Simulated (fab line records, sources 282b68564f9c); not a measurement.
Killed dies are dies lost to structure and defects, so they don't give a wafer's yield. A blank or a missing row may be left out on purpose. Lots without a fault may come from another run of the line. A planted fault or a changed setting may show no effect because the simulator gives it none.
fab line records | flow rit_cmos
record lots=14 wafers=42 last_day=7
route steps=202 shown REOX@98
lots that met no fault: from a run of the same line without faults
start_h: hours from the record's first day to the start of the lot's first wafer shown | wait_h: hours since the lot's step before | " the same as in the row above | L1.1+2: a row that stands for several wafers | - no value, or no start given | * or withheld: withheld | < > ~ a bound
route shown NAME@n: a module of which the file shows steps, and the number in the route of the first | usual: mean/standard deviation of fault-free wafers | same: alike in all rows | chamber/n: place in a boat | sites: the reading at each site | _std_site: their standard deviation | _edge_site: outer sites' mean less inner sites' | radius_mm: how far each site lies from the wafer's centre | mask NAME#n: copy n | behind: the tool/chamber that last shaped the wafer | hold: why the lot was held/for how many hours/how that ended | device: the transistor (n, p or np) that didn't switch | end of line: the same wafers' tests at the end of the route | a step without rows: its recipe alone | killed: dies lost to structure and defects at the first sort, not the wafer's yield | map: a wafer's dies, x killed, . not, _ none there
set.NAME: the setting as run; set.NAME@STEP: as run at that earlier step | model.NAME: the simulator's own value behind a step, which no gauge read
steps of the route over a sample of lots; a table a step, a row a wafer
services: from which hour (start_h, from the record's first day; less than 0 if before it) a tool's chamber was out of use, for how many hours, and why
## steps
# step RIT_REOX_CLEAN_00
# recipe chemistry=SC1 mix=3:3:50 time_s=600 temp_c=75
# usual bath_guard_temp_C=75.1/0.61 bath_heat_duty_pct=15.4/1.6
# columns lot.wafer tool chamber start_h wait_h bath_guard_temp_C bath_heat_duty_pct
L619.1 wet_bench-04 0 47.04 0.1 75.4 15.5
L619.3 " 0 " " 75.5 15.4
L619.5 " 0 " " 75.3 15.2
L620.1 wet_bench-04 1 51.69 0.1 75.7 17.4
L620.2 " 1 " " 75.8 17.2
L620.6 " 1 " " 75.7 16.2
L621.2 wet_bench-04 1 59.40 0.1 75.7 16.8
L621.4 " 1 " " 75.6 16.6
L621.5 " 1 " " 75.8 16.1
L624.1 wet_bench-04 2 72.30 0.1 74.4 17.5
L624.3 " 2 " " 74.6 16.5
L624.5 " 2 " " 74.3 17.4
L626.2 wet_bench-04 3 83.08 0.1 - -
L626.3 " 3 " " - -
L626.6 " 3 " " - -
L627.1 wet_bench-04 3 88.08 0.1 - -
L627.3 " 3 " " - -
L627.5 " 3 " " - -
L630.2 wet_bench-02 3 101.36 0.1 74.7 12.4
L630.4 " 3 " " 75.2 12.8
L630.5 " 3 " " 75.0 12.3
L632.1 wet_bench-04 2 112.50 0.1 74.4 17.7
L632.2 " 2 " " 74.5 17.7
L632.3 " 2 " " 74.6 18.1
L633.2 wet_bench-03 2 121.68 0.1 75.3 17.8
L633.3 " 2 " " 75.3 17.5
L633.5 " 2 " " 75.1 16.5
L634.1 wet_bench-03 3 123.66 0.1 76.2 15.9
L634.3 " 3 " " 76.2 16.7
L634.4 " 3 " " 75.9 16.4
L635.1 wet_bench-03 3 133.07 0.1 76.0 15.9
L635.4 " 3 " " 75.9 17.1
L635.6 " 3 " " 75.6 15.8
L636.2 wet_bench-04 0 136.80 0.1 75.0 14.9
L636.4 " 0 " " 75.6 14.4
L636.5 " 0 " " 75.3 15.1
L639.3 wet_bench-02 3 149.55 0.1 74.6 11.2
L639.5 " 3 " " 74.8 12.6
L639.6 " 3 " " 75.2 12.2
L640.1 wet_bench-03 0 153.54 0.1 74.9 14.4
L640.5 " 0 " " 74.6 14.1
L640.6 " 0 " " 74.5 15.3
## services
# columns tool chamber start_h hours kind
wet_bench-04 - 98.42 3.7 repair
## key
first_sign step=RIT_REOX_CLEAN_00 reading=tool_record direction=missing
effect none on later readings
met_at RIT_REOX_CLEAN_00
struck_lots L626,L627
tester_left_out L626,L627
onset_between 72.30 83.08
fault kind=skipped_step_whole tool=wet_bench-04 chamber=- onset_h=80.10 steps=RIT_REOX_CLEAN_00 scope=struck_lots_only
# tester_left_out: of these lots the tester's yield and bins aren't shown, on N5 and GAA mostly nor the transistor test; their killed dies are dies lost to structure and defects alone, not to doping, threshold or leakage, so they don't give the yield
